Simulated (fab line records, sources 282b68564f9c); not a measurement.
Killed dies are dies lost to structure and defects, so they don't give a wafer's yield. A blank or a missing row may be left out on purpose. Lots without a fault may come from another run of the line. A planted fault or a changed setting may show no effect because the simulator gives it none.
A struck lot beside a sound one | flow rit_cmos | 28 steps out of a route of 202
Sound: wafers L852.1, L852.4, L852.6. Struck: wafer L841.3. (L841.1, L841.4 of the same lot were not struck and are left out.) The cause comes at the end.
At each step with rows: each side's tool, then ch and its chambers, then its first start. Under that, the readings that differ: sound wafers | struck wafers | difference of the means | sigmas: that difference in standard deviations of wafers without a fault.
alike: readings whose means differ by less than 2 such deviations, and words and numbers that are the same on both sides. not compared: withheld readings, readings that some wafer has no value for, bounds like >300 that may hide the same value, and numbers for which the record gives no deviation and whose values overlap.
The two part at a step that has a row with sigmas, a row that says differs or no value, or rows on one side only. Numbers that don't overlap but have no deviation are shown without sigmas and don't part them. A reading that every wafer of one side lacks parts them only if that side has two wafers or more.

RIT_SDANNEAL_RTA_03: time 5 s.
  sound on rtp_anneal-02 ch 0, day 6 05:04; struck on rtp_anneal-02 ch 0, day 3 22:07
  alike: anneal_temp_c_max, wafer_temp_C_max
RIT_SDANNEAL_RS_MEAS_04: measures by four-point-probe.
  sound on film_metro-02, day 6 05:08; struck on film_metro-01, day 3 22:10
  alike: PSD_RS
RIT_SDANNEAL_RS_MEAS_05: measures by four-point-probe.
  sound on film_metro-02, day 6 05:15; struck on film_metro-01, day 3 22:17
  reading         | sound             | struck | difference | sigmas
  NSD_RS (ohm/sq) | 84.35 84.72 84.55 | 85.18  | +0.64      | +2
RIT_SDANNEAL_RS_MEAS_06: measures by four-point-probe.
  sound on film_metro-02, day 6 05:22; struck on film_metro-01, day 3 22:25
  alike: PLDD_RS
RIT_SDANNEAL_RS_MEAS_07: measures by four-point-probe.
  sound on film_metro-02, day 6 05:29; struck on film_metro-01, day 3 22:32
  alike: NLDD_RS
then, 1 step without rows for these wafers: RIT_SILICIDE_WET_ETCH_00 (etches SiO2 in BOE, target depth 14 nm, time 15 s).
RIT_SILICIDE_SPUTTER_01: material Ti, target thk 30 nm, time 240 s.
  sound on pvd_sputter-01, day 6 05:37; struck on pvd_sputter-04, day 3 22:40
  alike: throttle_valve_pct
RIT_SILICIDE_RS_MEAS_02: measures by four-point-probe.
  sound on film_metro-03, day 6 05:46; struck on film_metro-03, day 3 22:49
  alike: SILICIDE_TI_RS
RIT_SILICIDE_THK_MEAS_03: measures by xrf.
  sound on film_metro-03, day 6 05:53; struck on film_metro-03, day 3 22:56
  alike: SILICIDE_TI_THK
RIT_SILICIDE_RTA_04: time 9.618 s, ramp up 5 s, ramp down 5 s.
  sound on rtp_anneal-01 ch 0, day 6 05:57; struck on rtp_anneal-01 ch 0, day 3 22:59
  alike: anneal_temp_c_max, wafer_temp_C_max
then, 1 step without rows for these wafers: RIT_SILICIDE_WET_ETCH_05 (etches Ti in SPM, time 120 s).
RIT_SILICIDE_RTA_06: time 10 s, ramp up 5 s, ramp down 10 s.
  sound on rtp_anneal-02 ch 0, day 6 06:04; struck on rtp_anneal-02 ch 0, day 3 23:06
  alike: anneal_temp_c_max, wafer_temp_C_max
RIT_CONTACT_CVD_00: deposits SiO2 from TEOS, target thk 400 nm, time 61 s.
  sound on pecvd-01 ch 0,1, day 6 06:08; struck on pecvd-03 ch 2, day 3 23:10
  reading                                  | sound             | struck | difference | sigmas
  model.SiO2_of_CONTACT_CVD_00.thk_nm (nm) | 393.1 395.2 397.8 | 569.6  | +174.2     |
  alike: heater_power_w
RIT_CONTACT_THK_MEAS_01:
  sound on film_metro-04, day 6 06:11; struck on film_metro-01, day 3 23:13
  reading               | sound       | struck | difference | sigmas
  CONTACT_TEOS_THK (nm) | 393 395 398 | 570    | +175       | +30
then, 6 steps without rows for these wafers: RIT_CONTACT_HMDS_02 (prime time 60 s); RIT_CONTACT_COAT_03 (resist thk 1000 nm); RIT_CONTACT_SOFTBAKE_04 (time 60 s); RIT_CONTACT_EXPOSE_05 (exposes mask M11, target cd 1000 nm); RIT_CONTACT_PEB_06; RIT_CONTACT_DEVELOP_07 (develop time 120 s).
RIT_CONTACT_CD_MEAS_08: target cd 1000 nm.
  sound on cd_sem-02, day 6 07:13; struck on cd_sem-01, day 4 00:22
  reading    | sound             | struck | difference | sigmas
  cd_nm (nm) | 996.4 996.0 997.8 | 1002.6 | +5.9       | +3
RIT_CONTACT_OVL_MEAS_09:
  sound on overlay-02, day 6 07:20; struck on overlay-02, day 4 00:29
  alike: CONTACT_OVL
then, 1 step without rows for these wafers: RIT_CONTACT_HARDBAKE_10 (time 60 s).
RIT_CONTACT_ETCH_11: etches SiO2 in CHF3/CF4/Ar, stops on TiSi2, target depth 480 nm, time 320 s.
  sound on rie_diel-02 ch 0,1,3, day 6 07:31; struck on rie_diel-04 ch 2, day 4 00:40
  reading                             | sound             | struck | difference | sigmas
  drypump_motor_current_A (A)         | 5.9 6.1 6.4       | 5.4    | -0.7       | -2
  model.etch.depth_nm (nm)            | 393.1 395.2 397.8 | 480.7  | +85.3      |
  model.CONTACT.feature_depth_nm (nm) | 393.1 395.2 397.8 | 480.7  | +85.3      |
  alike: oes_product_au, throttle_valve_pct
  not compared: rf_hours_counter_h
RIT_CONTACT_STRIP_12: strips in O2, time 180 s.
  sound on plasma_asher-01 ch 0,1, day 6 07:43; struck on plasma_asher-01 ch 0, day 4 00:52
  alike: drypump_motor_current_A
  not compared: rf_hours_counter_h
RIT_CONTACT_CD_MEAS_90: target cd 1000 nm.
  sound on cd_sem-01, day 6 07:53; struck on cd_sem-02, day 4 01:02
  reading    | sound             | struck | difference | sigmas
  cd_nm (nm) | 996.8 996.4 997.5 | 1002.4 | +5.5       | +2
RIT_CONTACT_CLEAN_13: cleans in SC1, time 600 s.
  sound on wet_bench-04 ch 0, day 6 08:00; struck on wet_bench-04 ch 1, day 4 01:10
  reading                                  | sound             | struck | difference | sigmas
  model.SiO2_of_CONTACT_CVD_00.thk_nm (nm) | 389.1 391.1 393.7 | 565.6  | +174.3     |
then, 1 step without rows for these wafers: RIT_CONTACT_CLEAN_14 (cleans in SC2, time 600 s).

WHERE THEY PART
First at RIT_SDANNEAL_RS_MEAS_05; last, within this record, at RIT_CONTACT_CD_MEAS_90.

WHY: what the simulator had put in
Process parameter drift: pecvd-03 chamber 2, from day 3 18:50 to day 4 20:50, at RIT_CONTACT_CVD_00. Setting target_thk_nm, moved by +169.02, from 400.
